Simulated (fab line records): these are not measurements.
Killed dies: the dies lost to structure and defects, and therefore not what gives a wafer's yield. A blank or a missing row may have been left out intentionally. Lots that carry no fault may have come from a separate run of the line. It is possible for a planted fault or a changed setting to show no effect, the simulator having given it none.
Comparing a struck lot with a sound one -- flow rit-cmos -- 15 steps out of a route of 202
Sound: wafers L929.1, L929.5, L929.6. Wafers struck: L938.3, L938.4, L938.5. The cause is given at the end.
For every step that has rows: the tool of each side, followed by ch and its chambers, followed by its first start. Under that, the readings that differ: sound wafers -- struck wafers -- difference of the means -- sigmas: that difference in standard deviations of wafers without a fault.
alike: readings whose means differ by less than 2 such deviations, and words and numbers that are the same on both sides. not compared: withheld readings, readings that some wafer has no value for, bounds like >300 that may hide the same value, and numbers for which the record gives no deviation and whose values overlap.
A row with sigmas, a row that says differs or no value, or rows on one side alone: a step with any of these is where the two part. Numbers that don't overlap but have no deviation are shown without sigmas and don't part them. A reading that every wafer of one side lacks parts them only if that side has two wafers or more.

first, 4 steps without rows for these wafers: RIT_GATE_SOFTBAKE_12 (time 60 s); RIT_GATE_EXPOSE_13 (exposes mask M6, target cd 150 nm); RIT_GATE_PEB_14; RIT_GATE_DEVELOP_15 (develop time 48.17 s).
RIT_GATE_CD_MEAS_16 targets a cd of 150 nm.
  sound: cd-sem-01 at day 4 05:38; struck: cd-sem-02 at day 6 01:08
  alike: cd-nm
RIT_GATE_OVL_MEAS_17:
  sound: overlay-01 at day 4 05:45; struck: overlay-01 at day 6 01:13
  alike: GATE_OVL
then, 1 step without rows for these wafers: RIT_GATE_HARDBAKE_18 (time 60 s).
RIT_GATE_ETCH_19: etches poly-Si in SF6/CHF3/O2, stops on SiO2, time 165 s, target depth 312.5 nm.
  sound on rie-si-02 ch 0,1,3, day 4 05:56; struck on rie-si-01 ch 1,2,3, day 6 01:24
  alike: drypump-motor-current-A, oes-product-au, throttle-valve-pct
  not compared: rf-hours-counter-h
RIT_GATE_STRIP_20: strips in O2, time 180 s.
  sound on plasma-asher-02 ch 0,1, day 4 06:02; struck on plasma-asher-01 ch 0,1, day 6 01:34
  alike: drypump-motor-current-A
  not compared: rf-hours-counter-h
RIT_GATE_CD_MEAS_90 targets a cd of 150 nm.
  sound: cd-sem-01 at day 4 06:13; struck: cd-sem-02 at day 6 01:43
  alike: cd-nm
then, 2 steps without rows for these wafers: RIT_REOX_CLEAN_00 (cleans in SC1, time 577 s); RIT_REOX_CLEAN_01 (cleans in dHF, time 30 s).
RIT_REOX_CLEAN_02: cleans in SC2, time 600 s.
  sound on wet-bench-03 ch 1, day 4 06:32; struck on wet-bench-03 ch 2, day 6 02:01
reading,sound,struck,difference,sigmas
run-length-s (s),628 628 628,451 451 451,-177,-55
  alike: bath-heat-duty-pct, temp-c
then, 1 step without rows for these wafers: RIT_REOX_OXIDATION_03 (target thk 25.2 nm, ox time 5580 s).
RIT_M1_PROBE_99:
  sound: prober-02 at day 5 01:46; struck: prober-01 at day 6 22:49
  alike: killed_at_M0_to_M3, killed-at-front-end, killed-dies, killed-open, killed-short

WHERE THEY PART
Within this record, at RIT_REOX_CLEAN_02 only. Later steps at which nothing parts them and some readings are alike: RIT_M1_PROBE_99.

WHY: the cause the simulator had injected
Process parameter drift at RIT_REOX_CLEAN_02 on wet-bench-03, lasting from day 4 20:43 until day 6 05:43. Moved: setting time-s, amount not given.
